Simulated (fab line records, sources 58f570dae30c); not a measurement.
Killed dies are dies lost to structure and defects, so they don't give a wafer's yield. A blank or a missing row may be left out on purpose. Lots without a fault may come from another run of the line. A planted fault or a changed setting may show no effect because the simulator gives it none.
fab line records | flow berkeley_cmos170
record lots=5 wafers=15 last_day=11
route steps=331 shown M1@246 V1@254 M2@271
lots that met no fault: from a run of the same line without faults
start_h: hours from the record's first day to the start of the lot's first wafer shown | wait_h: hours since the lot's step before | " the same as in the row above | L1.1+2: a row that stands for several wafers | - no value, or no start given | * or withheld: withheld | < > ~ a bound
route shown NAME@n: a module of which the file shows steps, and the number in the route of the first | usual: mean/standard deviation of fault-free wafers | same: alike in all rows | chamber/n: place in a boat | sites: the reading at each site | _std_site: their standard deviation | _edge_site: outer sites' mean less inner sites' | radius_mm: how far each site lies from the wafer's centre | mask NAME#n: copy n | behind: the tool/chamber that last shaped the wafer | hold: why the lot was held/for how many hours/how that ended | device: the transistor (n, p or np) that didn't switch | end of line: the same wafers' tests at the end of the route | a step without rows: its recipe alone | killed: dies lost to structure and defects at the first sort, not the wafer's yield | map: a wafer's dies, x killed, . not, _ none there
set.NAME: the setting as run; set.NAME@STEP: as run at that earlier step | model.NAME: the simulator's own value behind a step, which no gauge read
lots at some steps of the route; a table a step, a row a wafer
services: from which hour (start_h, from the record's first day; less than 0 if before it) a tool's chamber was out of use, for how many hours, and why
## steps
# step UCB170_M1_DEVELOP_08
# recipe developer=TMAH develop_time_s=45 resist=KrF dev_temp_c=21
# columns lot.wafer tool chamber start_h wait_h
L074.2+3+4 litho_track-01 0 - -
L079.2+3+5 litho_track-01 0 - -
L083.2+3+5 litho_track-04 0 - -
L091.2+4+6 litho_track-02 0 - -
L090.1+2+5 litho_track-01 0 - -
# step UCB170_M1_CD_MEAS_09
# recipe target_cd_nm=700
# usual cd_nm=699.9/1.4
# columns lot.wafer tool chamber start_h wait_h cd_nm
L074.2 cd_sem-01 - 139.47 - 698.9
L074.3 " - " " 699.0
L074.4 " - " " 698.8
L079.2 cd_sem-01 - 178.44 - 698.5
L079.3 " - " " 700.9
L079.5 " - " " 700.0
L083.2 cd_sem-01 - 197.20 - 700.5
L083.3 " - " " 700.1
L083.5 " - " " 699.6
L091.2 cd_sem-02 - 235.80 - 701.1
L091.4 " - " " 699.6
L091.6 " - " " 699.7
L090.1 cd_sem-01 - 240.33 - 700.1
L090.2 " - " " 700.9
L090.5 " - " " 702.6
# step UCB170_M1_OVL_MEAS_10
# usual M1_OVL=-4/5.2
# columns lot.wafer tool chamber start_h wait_h M1_OVL[nm]
L074.2 overlay-01 - 139.58 0.1 3
L074.3 " - " " 8
L074.4 " - " " 6
L079.2 overlay-01 - 178.54 0.1 -1
L079.3 " - " " -3
L079.5 " - " " 2
L083.2 overlay-02 - 197.31 0.1 -3
L083.3 " - " " -9
L083.5 " - " " -3
L091.2 overlay-01 - 235.91 0.1 0
L091.4 " - " " -4
L091.6 " - " " -2
L090.1 overlay-01 - 240.45 0.1 -4
L090.2 " - " " 8
L090.5 " - " " 4
# step UCB170_M1_ETCH_11
# recipe chemistry=N2/H2 target_depth_a=withheld overetch_a=withheld target=BARC time_s=withheld source_w=500 bias_w=100 pressure_mtorr=30 n2_flow_sccm=100 h2_flow_sccm=200
# usual drypump_motor_current_A=5.7/0.55 oes_product_au=1.003/0.016 throttle_valve_pct=13.19/0.14
# columns lot.wafer tool chamber start_h wait_h drypump_motor_current_A oes_product_au throttle_valve_pct
L074.2 rie_diel-02 3 139.61 0.0 6.6 1.021 13.31
L074.3 " 0 " " 5.2 1.003 13.04
L074.4 " 0 " " 5.2 1.003 13.06
L079.2 rie_diel-04 1 178.57 0.0 5.6 1.019 13.21
L079.3 " 0 " " 5.7 1.014 13.18
L079.5 " 2 " " 5.1 1.008 13.21
L083.2 rie_diel-02 1 197.34 0.0 5.1 0.996 13.36
L083.3 " 0 " " 5.2 0.996 13.04
L083.5 " 3 " " 6.6 1.016 13.30
L091.2 rie_diel-01 1 235.94 0.0 6.5 0.991 12.83
L091.4 " 2 " " 5.3 1.005 13.27
L091.6 " 0 " " 6.6 0.980 13.14
L090.1 rie_diel-04 2 240.48 0.0 5.1 1.013 13.21
L090.2 " 3 " " 6.0 1.020 13.31
L090.5 " 3 " " 6.0 1.022 13.31
# step UCB170_M1_METAL_ETCH_12
# recipe chemistry=Cl2/BCl3 target=Al stop_on=PSG pressure_mtorr=12 target_depth_a=7800 over_etch_frac=0.3 time_s=130 icp_w=600 bias_w=120 Cl2_flow_sccm=90 bcl3_flow_sccm=45
# usual bcl3_flow_sccm=45.02/0.13 drypump_motor_current_A=5.6/0.38 oes_product_au=0.860/0.012 throttle_valve_pct=24.43/0.17
# columns lot.wafer tool chamber start_h wait_h bcl3_flow_sccm drypump_motor_current_A oes_product_au rf_hours_counter_h throttle_valve_pct
L074.2 rie_metal-03 0 139.65 - 45.11 5.5 0.847 10 24.20
L074.3 " 0 " " 45.25 5.5 0.855 - 24.20
L074.4 " 1 " " 45.16 5.1 0.865 - 24.52
L079.2 rie_metal-01 1 178.62 - 44.93 6.2 0.866 10 24.66
L079.3 " 0 " " 45.14 5.3 0.841 - 24.38
L079.5 " 0 " " 45.12 5.4 0.838 - 24.38
L083.2 rie_metal-03 0 197.38 - 44.94 5.5 0.873 11 24.20
L083.3 " 1 " " 45.05 5.1 0.873 - 24.51
L083.5 " 1 " " 45.24 5.2 0.868 - 24.53
L091.2 rie_metal-03 1 235.98 - 44.91 5.1 0.870 2 24.52
L091.4 " 0 " " 45.18 5.5 0.859 - 24.20
L091.6 " 1 " " 45.05 5.1 0.871 - 24.53
L090.1 rie_metal-03 0 240.53 - 45.16 5.5 0.857 12 24.20
L090.2 " 1 " " 45.17 5.2 0.862 2 24.51
L090.5 " 0 " " 45.10 5.5 0.861 - 24.18
# step UCB170_M1_STRIP_13
# recipe chemistry=O2 power_w=400 pressure_mtorr=3500 platen_temp_c=withheld o2_flow_sccm=400 overash_fraction=0.5
# usual drypump_motor_current_A=5.4/0.48 oes_product_au=0.720/0.0045
# columns lot.wafer tool chamber start_h wait_h drypump_motor_current_A oes_product_au rf_hours_counter_h
L074.2 plasma_asher-04 0 139.78 0.1 5.6 0.720 38
L074.3 " 1 " " 6.1 0.723 -
L074.4 " 0 " " 5.6 0.717 -
L079.2 plasma_asher-01 1 178.75 0.1 5.7 0.715 3
L079.3 " 1 " " 5.7 0.722 -
L079.5 " 1 " " 5.7 0.731 -
L083.2 plasma_asher-02 0 197.51 0.1 4.8 0.718 49
L083.3 " 1 " " 6.0 0.721 -
L083.5 " 0 " " 4.8 0.728 -
L091.2 plasma_asher-01 0 236.11 0.1 5.0 0.718 11
L091.4 " 1 " " 5.7 0.718 -
L091.6 " 0 " " 5.0 0.711 -
L090.1 plasma_asher-04 1 240.66 0.1 6.1 0.726 44
L090.2 " 0 " " 5.6 0.717 44
L090.5 " 1 " " 6.1 0.724 -
# step UCB170_M1_CD_MEAS_90
# recipe target_cd_nm=700
# usual cd_nm=699/3.2
# columns lot.wafer tool chamber start_h wait_h cd_nm
L074.2 cd_sem-02 - 139.96 0.1 698
L074.3 " - " " 697
L074.4 " - " " 693
L079.2 cd_sem-01 - 178.87 0.1 703
L079.3 " - " " 699
L079.5 " - " " 697
L083.2 cd_sem-01 - 197.63 0.1 698
L083.3 " - " " 699
L083.5 " - " " 700
L091.2 cd_sem-02 - 236.52 0.4 701
L091.4 " - " " 700
L091.6 " - " " 702
L090.1 cd_sem-02 - 240.76 0.1 702
L090.2 " - " " 699
L090.5 " - " " 704
# step UCB170_M1_ANNEAL_14
# recipe temp_c=400 time_s=1200 ambient=forming_gas
# usual zone_power_load_pct=5.8/0.39
# columns lot.wafer tool chamber start_h wait_h zone_power_load_pct
L074.2 - - 145.54 5.6 5.3
L074.3 " - " " 5.2
L074.4 " - " " 5.3
L079.2 - - 180.26 1.4 6.0
L079.3 " - " " 6.0
L079.5 " - " " 5.9
L083.2 - - 202.35 4.7 6.0
L083.3 " - " " 6.0
L083.5 " - " " 6.0
L091.2 - - 239.45 2.9 6.0
L091.4 " - " " 6.1
L091.6 " - " " 6.0
L090.1 - - 245.20 4.4 6.1
L090.2 " - " " 6.0
L090.5 " - " " 6.0
# step UCB170_V1_CVD_00
# recipe material=SiO2 target_thk_nm=2000 temp_c=390 precursor=TEOS/O2 time_s=250 rf_w=550 pressure_mtorr=9000
# usual heater_power_w=258/54
# columns lot.wafer tool chamber start_h wait_h heater_power_w
L074.2 pecvd-01 1 146.87 0.0 213
L074.3 " 2 " " 359
L074.4 " 1 " " 285
L079.2 pecvd-03 1 181.75 0.2 253
L079.3 " 0 " " 250
L079.5 " 2 " " 189
L083.2 pecvd-03 1 203.68 0.0 314
L083.3 " 2 " " 238
L083.5 " 0 " " 214
L091.2 pecvd-04 0 240.79 0.0 159
L091.4 " 0 " " 227
L091.6 " 2 " " 236
L090.1 pecvd-04 1 246.69 0.2 261
L090.2 " 0 " " 169
L090.5 " 1 " " 199
# step UCB170_V1_THK_MEAS_01
# recipe reads=SiO2_of_V1_CVD_00
# usual V1_TEOS_THK=2001/30
# columns lot.wafer tool chamber start_h wait_h V1_TEOS_THK[nm]
L074.2 film_metro-01 - 147.04 0.1 2022
L074.3 " - " " 1982
L074.4 " - " " 2057
L079.2 film_metro-03 - 181.91 0.1 1974
L079.3 " - " " 2029
L079.5 " - " " 2005
L083.2 film_metro-03 - 203.85 0.1 1984
L083.3 " - " " 1977
L083.5 " - " " 2041
L091.2 film_metro-03 - 240.95 0.1 1930
L091.4 " - " " 1963
L091.6 " - " " 2009
L090.1 film_metro-03 - 246.85 0.1 1987
L090.2 " - " " 1935
L090.5 " - " " 2036
# step UCB170_V1_CMP_02
# recipe material=SiO2 down_force_psi=6 platen_rpm=60 pad_velocity_m_s=0.75398
# usual motor_current_A=16.5/1.8 platen_rpm=60.00/0.037
# columns lot.wafer tool chamber start_h wait_h motor_current_A platen_rpm
L074.4 cmp-02 0 147.14 0.1 19.2 59.97
L074.3 " 1 " " 14.9 59.95
L074.2 " 2 " " 15.4 59.99
L079.3 cmp-02 0 182.16 0.2 18.5 59.99
L079.2 " 2 " " 15.1 60.02
L079.5 " 0 " " 17.9 60.01
L083.2 cmp-01 1 203.90 0.0 17.5 59.95
L083.3 " 0 " " 17.6 60.01
L083.5 " 1 " " 18.5 59.94
L091.4 cmp-01 1 241.00 0.0 17.6 59.98
L091.2 " 2 " " 13.3 60.00
L091.6 " 1 " " 18.6 60.02
L090.2 cmp-02 0 247.05 0.2 17.9 59.98
L090.1 " 3 " " 18.1 59.95
L090.5 " 1 " " 15.5 60.03
# step UCB170_V1_BOW_MEAS_03
# recipe mode=bow
# usual V1_BOW=17/6.6
# columns lot.wafer tool chamber start_h wait_h V1_BOW[um]
L074.2 film_metro-01 - 147.41 0.1 30
L074.3 " - " " 23
L074.4 " - " " 14
L079.2 film_metro-03 - 182.43 0.1 25
L079.3 " - " " 28
L079.5 " - " " 16
L083.2 film_metro-02 - 204.22 0.3 13
L083.3 " - " " 11
L083.5 " - " " 15
L091.2 film_metro-03 - 241.32 0.2 22
L091.4 " - " " 18
L091.6 " - " " 19
L090.1 film_metro-03 - 247.35 0.1 19
L090.2 " - " " 20
L090.5 " - " " 15
# step UCB170_V1_THK_MEAS_04
# recipe reads=SiO2_of_V1_CVD_00
# usual V1_POLISHED_THK=999.4/1.6
# columns lot.wafer tool chamber start_h wait_h V1_POLISHED_THK[nm]
L074.2 film_metro-01 - 147.52 0.1 998.4
L074.3 " - " " 997.5
L074.4 " - " " 998.4
L079.2 film_metro-03 - 182.54 0.1 1001.7
L079.3 " - " " 997.6
L079.5 " - " " 998.4
L083.2 film_metro-02 - 204.33 0.1 997.6
L083.3 " - " " 998.2
L083.5 " - " " 999.0
L091.2 film_metro-03 - 241.43 0.1 999.0
L091.4 " - " " 998.9
L091.6 " - " " 998.7
L090.1 film_metro-03 - 247.47 0.1 1003.5
L090.2 " - " " 998.4
L090.5 " - " " 999.5
# step UCB170_V1_CLEAN_05
# recipe chemistry=DIW
# columns lot.wafer tool chamber start_h wait_h
L074.2+3+4 wet_bench-02 3 148.74 1.2
L079.2+3+5 wet_bench-02 3 182.59 0.0
L083.2+3+5 wet_bench-02 2 204.38 0.0
L091.2+4+6 wet_bench-01 1 241.48 0.0
L090.1+2+5 wet_bench-03 0 247.53 0.1
# step UCB170_V1_HMDS_06
# recipe prime_time_s=60 prime_temp_c=100
# columns lot.wafer tool chamber start_h wait_h
L074.2+3+4 litho_track-01 0 149.08 0.1
L079.2+3+5 litho_track-03 0 182.90 0.1
L083.2+3+5 litho_track-01 0 204.58 0.0
L091.2+4+6 litho_track-01 0 241.68 0.0
L090.1+2+5 litho_track-02 0 248.15 0.4
# step UCB170_V1_COAT_07
# recipe resist=KrF spin_rpm=1500 resist_thk_nm=900
# columns lot.wafer tool chamber start_h wait_h
L074.2+3+4 litho_track-01 0 149.23 0.1
L079.2+3+5 litho_track-03 0 183.05 0.1
L083.2+3+5 litho_track-01 0 204.73 0.1
L091.2+4+6 litho_track-01 0 241.83 0.1
L090.1+2+5 litho_track-02 0 248.30 0.1
# step UCB170_V1_SOFTBAKE_08
# recipe resist=KrF temp_c=130 time_s=60
# columns lot.wafer tool chamber start_h wait_h
L074.2+3+4 litho_track-01 0 149.38 0.1
L079.2+3+5 litho_track-03 0 183.20 0.1
L083.2+3+5 litho_track-01 0 204.88 0.1
L091.2+4+6 litho_track-01 0 241.98 0.1
L090.1+2+5 litho_track-02 0 248.45 0.1
# step UCB170_V1_EXPOSE_09
# recipe mask_id=VIA1 target_cd_nm=700 na=0.5 sigma_outer=0.6 source_shape=conventional dose_mj=37
# same na=0.5 sigma_outer=0.6
# columns lot.wafer tool chamber start_h wait_h mask
L074.2+3+4 krf_scanner-01 0 149.56 0.2 VIA1#0
L079.2+3+5 krf_scanner-02 0 183.49 0.3 VIA1#0
L083.2+3+5 krf_scanner-02 0 205.02 0.1 VIA1#0
L091.2+4+6 krf_scanner-01 0 242.24 0.2 VIA1#0
L090.1+2+5 krf_scanner-01 0 248.72 0.2 VIA1#0
# step UCB170_V1_PEB_10
# recipe peb_temp_c=130 peb_time_s=withheld resist=KrF
# columns lot.wafer tool chamber start_h wait_h
L074.2+3+4 litho_track-02 0 149.77 0.2
L079.2+3+5 litho_track-02 0 184.30 0.8
L083.2+3+5 litho_track-03 0 205.15 0.1
L091.2+4+6 litho_track-03 0 242.36 0.1
L090.1+2+5 litho_track-03 0 249.49 0.7
# step UCB170_V1_DEVELOP_11
# recipe developer=TMAH develop_time_s=45 resist=KrF dev_temp_c=21
# columns lot.wafer tool chamber start_h wait_h
L074.2+3+4 litho_track-02 0 - -
L079.2+3+5 litho_track-02 0 - -
L083.2+3+5 litho_track-03 0 - -
L091.2+4+6 litho_track-03 0 - -
L090.1+2+5 litho_track-03 0 - -
# step UCB170_V1_CD_MEAS_12
# recipe target_cd_nm=700
# usual cd_nm=700.0/0.92
# columns lot.wafer tool chamber start_h wait_h cd_nm
L074.2 cd_sem-01 - 150.07 - 700.6
L074.3 " - " " 698.2
L074.4 " - " " 699.3
L079.2 cd_sem-02 - 184.57 - 699.8
L079.3 " - " " 700.4
L079.5 " - " " 699.5
L083.2 cd_sem-02 - 205.42 - 700.8
L083.3 " - " " 700.2
L083.5 " - " " 700.0
L091.2 cd_sem-02 - 242.63 - 699.7
L091.4 " - " " 700.3
L091.6 " - " " 700.4
L090.1 cd_sem-01 - 249.77 - 699.9
L090.2 " - " " 699.0
L090.5 " - " " 699.6
# step UCB170_V1_OVL_MEAS_13
# usual V1_OVL=-1/5.9
# columns lot.wafer tool chamber start_h wait_h V1_OVL[nm]
L074.2 overlay-02 - 150.18 0.1 4
L074.3 " - " " 2
L074.4 " - " " 2
L079.2 overlay-01 - 184.68 0.1 -16
L079.3 " - " " -9
L079.5 " - " " -12
L083.2 overlay-01 - 205.52 0.1 -5
L083.3 " - " " -5
L083.5 " - " " -10
L091.2 overlay-02 - 242.74 0.1 3
L091.4 " - " " 2
L091.6 " - " " -2
L090.1 overlay-02 - 249.89 0.1 3
L090.2 " - " " -3
L090.5 " - " " -2
# step UCB170_V1_ETCH_14
# recipe chemistry=CHF3/CF4/Ar target=SiO2 stop_on=Al CHF3_flow_sccm=45 cf4_flow_sccm=15 Ar_flow_sccm=150 pressure_mtorr=200 rf_w=700 target_depth_a=12500 over_etch_frac=0.25 time_s=291
# usual drypump_motor_current_A=5.7/0.45 oes_product_au=0.876/0.014 throttle_valve_pct=6.94/0.11
# columns lot.wafer tool chamber start_h wait_h drypump_motor_current_A oes_product_au rf_hours_counter_h throttle_valve_pct
L074.2 rie_diel-03 0 150.21 0.0 5.6 0.867 138 7.16
L074.3 " 2 " " 5.7 0.881 60 7.02
L074.4 " 1 " " 6.4 0.877 49 6.98
L079.2 rie_diel-01 3 184.71 0.0 5.6 0.849 104 6.78
L079.3 " 1 " " 6.6 0.885 4 6.69
L079.5 " 3 " " 5.6 0.846 - 6.79
L083.2 rie_diel-04 1 205.55 0.0 5.6 0.861 121 6.98
L083.3 " 3 " " 6.0 0.895 35 6.99
L083.5 " 2 " " 5.1 0.892 - 6.96
L091.2 rie_diel-01 0 242.77 0.0 6.6 0.884 8 6.84
L091.4 " 3 " " 5.6 0.853 107 6.81
L091.6 " 2 " " 5.3 0.875 - 7.03
L090.1 rie_diel-04 1 249.92 0.0 5.5 0.871 123 6.96
L090.2 " 2 " " 5.1 0.882 6 6.96
L090.5 " 1 " " 5.6 0.864 - 6.99
# step UCB170_V1_STRIP_15
# recipe chemistry=O2 power_w=400 pressure_mtorr=3500 platen_temp_c=withheld o2_flow_sccm=400 overash_fraction=0.5
# usual drypump_motor_current_A=5.5/0.52 oes_product_au=0.722/0.005 strip_time_to_endpoint_s=15.31/0.11
# columns lot.wafer tool chamber start_h wait_h drypump_motor_current_A oes_product_au rf_hours_counter_h strip_time_to_endpoint_s
L074.2 plasma_asher-03 0 150.39 0.1 6.0 0.720 45 15.29
L074.3 " 1 " " 6.4 0.720 - 15.44
L074.4 " 0 " " 6.0 0.719 - 15.22
L079.2 plasma_asher-02 1 184.88 0.1 6.0 0.715 46 15.46
L079.3 " 0 " " 4.8 0.724 - 15.46
L079.5 " 0 " " 4.8 0.724 - 15.42
L083.2 plasma_asher-01 0 205.73 0.1 5.0 0.724 6 15.23
L083.3 " 1 " " 5.7 0.722 - 15.37
L083.5 " 1 " " 5.7 0.730 - 15.41
L091.2 plasma_asher-01 1 242.95 0.1 5.6 0.724 12 15.38
L091.4 " 1 " " 5.7 0.722 - 15.59
L091.6 " 1 " " 5.6 0.723 - 15.23
L090.1 plasma_asher-01 0 250.10 0.1 5.0 0.718 13 15.43
L090.2 " 1 " " 5.7 0.725 13 15.52
L090.5 " 1 " " 5.7 0.730 - 15.34
# step UCB170_V1_CD_MEAS_90
# recipe target_cd_nm=700
# usual cd_nm=700.0/1.6
# columns lot.wafer tool chamber start_h wait_h cd_nm
L074.2 cd_sem-02 - 150.51 0.1 699.2
L074.3 " - " " 696.9
L074.4 " - " " 698.8
L079.2 cd_sem-02 - 185.00 0.1 700.5
L079.3 " - " " 701.3
L079.5 " - " " 698.9
L083.2 cd_sem-01 - 205.85 0.1 702.4
L083.3 " - " " 698.4
L083.5 " - " " 700.7
L091.2 cd_sem-02 - 243.07 0.1 697.7
L091.4 " - " " 700.5
L091.6 " - " " 699.1
L090.1 cd_sem-01 - 250.20 0.1 701.0
L090.2 " - " " 700.0
L090.5 " - " " 701.4
# step UCB170_M2_PRE_CLEAN_00
# recipe gas=Ar preclean_etch_time_s=60
# same preclean_etch_time_s=60
# columns lot.wafer tool chamber start_h wait_h
L074.2+3+4 pvd_sputter-03 - 150.61 0.1
L079.2+3+5 pvd_sputter-04 - 185.10 0.1
L083.2+3+5 pvd_sputter-01 - 205.95 0.1
L091.2+4+6 pvd_sputter-03 - 243.17 0.1
L090.1+2+5 pvd_sputter-04 - 250.32 0.1
# step UCB170_M2_SPUTTER_01
# recipe material=Al target_thk_nm=900 time_s=120 power_w=6000 chamber_pressure_pa=0.5
# usual throttle_valve_pct=29.9/1.2
# columns lot.wafer tool chamber start_h wait_h throttle_valve_pct
L074.2 pvd_sputter-03 - 150.67 0.0 30.9
L074.3 " - " " 27.8
L074.4 " - " " 31.7
L079.2 pvd_sputter-04 - 185.17 0.0 31.0
L079.3 " - " " 31.5
L079.5 " - " " 30.9
L083.2 pvd_sputter-01 - 206.02 0.0 30.4
L083.3 " - " " 28.8
L083.5 " - " " 28.8
L091.2 pvd_sputter-03 - 243.24 0.0 30.0
L091.4 " - " " 31.1
L091.6 " - " " 30.2
L090.1 pvd_sputter-04 - 250.39 0.0 29.5
L090.2 " - " " 31.1
L090.5 " - " " 30.9
# step UCB170_M2_RS_MEAS_02
# recipe thk_meas_gauge=four-point-probe reads=Al_of_M2_SPUTTER_01
# usual M2_AL_RS=0.0322/0.00049
# columns lot.wafer tool chamber start_h wait_h M2_AL_RS[ohm/sq]
L074.2 film_metro-01 - 150.78 0.1 0.0316
L074.3 " - " " 0.0327
L074.4 " - " " 0.0317
L079.2 film_metro-04 - 185.27 0.1 0.0314
L079.3 " - " " 0.0322
L079.5 " - " " 0.0315
L083.2 film_metro-03 - 206.12 0.1 0.0323
L083.3 " - " " 0.0316
L083.5 " - " " 0.0319
L091.2 film_metro-03 - 243.34 0.1 0.0320
L091.4 " - " " 0.0317
L091.6 " - " " 0.0319
L090.1 film_metro-03 - 250.47 0.0 0.0319
L090.2 " - " " 0.0309
L090.5 " - " " 0.0312
# step UCB170_M2_THK_MEAS_03
# recipe thk_meas_gauge=xrf reads=Al_of_M2_SPUTTER_01
# usual M2_AL_THK=896/14
# columns lot.wafer tool chamber start_h wait_h M2_AL_THK[nm]
L074.2 film_metro-01 - 150.89 0.1 916
L074.3 " - " " 896
L074.4 " - " " 919
L079.2 film_metro-04 - 185.38 0.1 914
L079.3 " - " " 892
L079.5 " - " " 907
L083.2 film_metro-03 - 206.23 0.1 888
L083.3 " - " " 906
L083.5 " - " " 898
L091.2 film_metro-03 - 243.45 0.1 895
L091.4 " - " " 904
L091.6 " - " " 894
L090.1 film_metro-03 - 250.59 0.1 899
L090.2 " - " " 932
L090.5 " - " " 917
# step UCB170_M2_HMDS_04
# recipe prime_time_s=60 prime_temp_c=100
# columns lot.wafer tool chamber start_h wait_h
L074.2+3+4 litho_track-02 0 150.96 0.1
L079.2+3+5 litho_track-03 0 185.46 0.1
L083.2+3+5 litho_track-02 0 206.31 0.1
L091.2+4+6 litho_track-02 0 243.52 0.1
L090.1+2+5 litho_track-02 0 251.40 0.8
# step UCB170_M2_COAT_05
# recipe resist=KrF spin_rpm=1500 resist_thk_nm=900
# columns lot.wafer tool chamber start_h wait_h
L074.2+3+4 litho_track-02 0 151.11 0.1
L079.2+3+5 litho_track-03 0 185.61 0.1
L083.2+3+5 litho_track-02 0 206.46 0.1
L091.2+4+6 litho_track-02 0 243.67 0.1
L090.1+2+5 litho_track-02 0 251.55 0.1
# step UCB170_M2_SOFTBAKE_06
# recipe resist=KrF temp_c=130 time_s=60
# columns lot.wafer tool chamber start_h wait_h
L074.2+3+4 litho_track-02 0 151.26 0.1
L079.2+3+5 litho_track-03 0 185.76 0.1
L083.2+3+5 litho_track-02 0 206.61 0.1
L091.2+4+6 litho_track-02 0 243.82 0.1
L090.1+2+5 litho_track-02 0 251.70 0.1
# step UCB170_M2_STRIP_07
# recipe chemistry=O2 power_w=400 pressure_mtorr=3500 platen_temp_c=withheld o2_flow_sccm=400 overash_fraction=0.5
# usual drypump_motor_current_A=5.8/0.48 oes_product_au=0.735/0.0043 strip_time_to_endpoint_s=21.98/0.053
# columns lot.wafer tool chamber start_h wait_h drypump_motor_current_A oes_product_au rf_hours_counter_h strip_time_to_endpoint_s
L074.2 plasma_asher-03 0 151.39 0.1 6.0 0.731 45 21.94
L074.3 " 0 " " 6.0 0.736 - 22.00
L074.4 " 1 " " 6.4 0.731 - 21.95
L079.2 plasma_asher-04 0 185.88 0.1 5.6 0.739 43 22.03
L079.3 " 1 " " 6.1 0.738 - 22.00
L079.5 " 1 " " 6.1 0.727 - 22.09
L083.2 plasma_asher-01 0 206.73 0.1 5.0 0.735 7 21.92
L083.3 " 1 " " 5.7 0.735 - 21.96
L083.5 " 1 " " 5.7 0.732 - 21.98
L091.2 plasma_asher-03 1 243.95 0.1 6.4 0.728 58 22.02
L091.4 " 1 " " 6.4 0.735 - 22.00
L091.6 " 1 " " 6.4 0.733 - 21.98
L090.1 plasma_asher-03 0 251.85 0.1 6.0 0.731 58 22.00
L090.2 " 1 " " 6.4 0.733 58 21.99
L090.5 " 0 " " 6.0 0.727 - 22.01
# step UCB170_M2_STRIP_08
# recipe chemistry=DMSO temp_c=80 time_s=600 material=KrF
# columns lot.wafer tool chamber start_h wait_h
L074.2+3+4 wet_bench-02 0 151.49 0.1
L079.2+3+5 wet_bench-03 2 186.21 0.3
L083.2+3+5 wet_bench-02 0 206.83 0.1
L091.2+4+6 wet_bench-04 1 244.12 0.1
L090.1+2+5 wet_bench-02 1 251.95 0.1
# step UCB170_M2_COAT_09
# recipe resist=BARC temp_c=withheld time_s=withheld spin_rpm=3000 resist_thk_nm=withheld
# columns lot.wafer tool chamber start_h wait_h
L074.2+3+4 litho_track-04 0 151.83 0.1
L079.2+3+5 litho_track-02 0 187.37 1.0
L083.2+3+5 litho_track-02 0 207.03 0.0
L091.2+4+6 litho_track-02 0 244.34 0.0
L090.1+2+5 litho_track-02 0 252.40 0.2
# step UCB170_M2_COAT_10
# recipe resist=KrF spin_rpm=1500 resist_thk_nm=900
# columns lot.wafer tool chamber start_h wait_h
L074.2+3+4 litho_track-04 0 - -
L079.2+3+5 litho_track-02 0 - -
L083.2+3+5 litho_track-02 0 - -
L091.2+4+6 litho_track-02 0 - -
L090.1+2+5 litho_track-02 0 - -
# step UCB170_M2_SOFTBAKE_11
# recipe resist=KrF temp_c=130 time_s=60
# columns lot.wafer tool chamber start_h wait_h
L074.2+3+4 litho_track-04 0 - -
L079.2+3+5 litho_track-02 0 - -
L083.2+3+5 litho_track-02 0 - -
L091.2+4+6 litho_track-02 0 - -
L090.1+2+5 litho_track-02 0 - -
# step UCB170_M2_EXPOSE_12
# recipe mask_id=METAL2 target_cd_nm=700 na=0.5 sigma_outer=0.6 source_shape=conventional dose_mj=26
# same na=0.5 sigma_outer=0.6
# columns lot.wafer tool chamber start_h wait_h mask
L074.2+3+4 krf_scanner-01 0 152.50 - METAL2#0
L079.2+3+5 krf_scanner-02 0 187.82 - METAL2#0
L083.2+3+5 krf_scanner-02 0 207.60 - METAL2#0
L091.2+4+6 krf_scanner-01 0 244.83 - METAL2#0
L090.1+2+5 krf_scanner-02 0 253.11 - METAL2#0
# step UCB170_M2_PEB_13
# recipe peb_temp_c=130 peb_time_s=withheld resist=KrF
# columns lot.wafer tool chamber start_h wait_h
L074.2+3+4 litho_track-03 0 152.62 0.1
L079.2+3+5 litho_track-04 0 188.15 0.3
L083.2+3+5 litho_track-03 0 207.72 0.1
L091.2+4+6 litho_track-02 0 244.95 0.1
L090.1+2+5 litho_track-02 0 253.26 0.1
# step UCB170_M2_DEVELOP_14
# recipe developer=TMAH develop_time_s=45 resist=KrF dev_temp_c=21
# columns lot.wafer tool chamber start_h wait_h
L074.2+3+4 litho_track-03 0 - -
L079.2+3+5 litho_track-04 0 - -
L083.2+3+5 litho_track-03 0 - -
L091.2+4+6 litho_track-02 0 - -
L090.1+2+5 litho_track-02 0 - -
# step UCB170_M2_CD_MEAS_15
# recipe target_cd_nm=700
# usual cd_nm=699.8/1.5
# columns lot.wafer tool chamber start_h wait_h cd_nm
L074.2 cd_sem-02 - 152.91 - 700.8
L074.3 " - " " 699.7
L074.4 " - " " 698.4
L079.2 cd_sem-02 - 188.53 - 699.0
L079.3 " - " " 700.7
L079.5 " - " " 701.4
L083.2 cd_sem-01 - 207.99 - 697.1
L083.3 " - " " 698.3
L083.5 " - " " 698.9
L091.2 cd_sem-02 - 245.22 - 700.9
L091.4 " - " " 699.4
L091.6 " - " " 699.8
L090.1 cd_sem-02 - 253.53 - 699.7
L090.2 " - " " 698.4
L090.5 " - " " 699.1
# step UCB170_M2_OVL_MEAS_16
# usual M2_OVL=-2/4.9
# columns lot.wafer tool chamber start_h wait_h M2_OVL[nm]
L074.2 overlay-01 - 153.01 0.1 -1
L074.3 " - " " -2
L074.4 " - " " -1
L079.2 overlay-01 - 188.64 0.1 -7
L079.3 " - " " 0
L079.5 " - " " 1
L083.2 overlay-02 - 208.10 0.1 -4
L083.3 " - " " 2
L083.5 " - " " 5
L091.2 overlay-02 - 245.33 0.1 -1
L091.4 " - " " -4
L091.6 " - " " -11
L090.1 overlay-02 - 253.65 0.1 2
L090.2 " - " " 3
L090.5 " - " " 3
## services
# columns tool chamber start_h hours kind
plasma_asher-01 - 127.63 1.2 repair
krf_scanner-02 - 132.59 0.7 repair
plasma_asher-01 - 133.06 0.8 repair
krf_scanner-01 - 133.33 1.0 pm
rie_diel-04 3 142.27 6.8 repair
krf_scanner-02 - 145.14 16.9 repair
rie_diel-04 0 151.21 7.3 repair
krf_scanner-02 - 156.90 0.9 repair
rie_metal-03 - 168.97 1.6 repair
krf_scanner-02 - 171.94 8.0 repair
krf_scanner-01 - 182.87 0.8 pm
rie_diel-04 2 186.95 4.3 repair
rie_metal-03 - 188.46 2.4 repair
krf_scanner-01 - 190.24 0.5 repair
krf_scanner-02 - 191.59 1.3 pm
krf_scanner-02 - 192.89 4.0 pm
krf_scanner-02 - 202.08 1.0 pm
rie_diel-04 0 202.69 10.8 repair
krf_scanner-02 - 203.97 0.8 pm
rie_diel-04 - 220.34 0.7 repair
krf_scanner-02 - 221.94 11.0 repair
krf_scanner-02 - 234.33 11.6 pm
krf_scanner-01 - 245.96 1.3 pm
krf_scanner-02 - 252.48 0.3 repair
## key
fault none
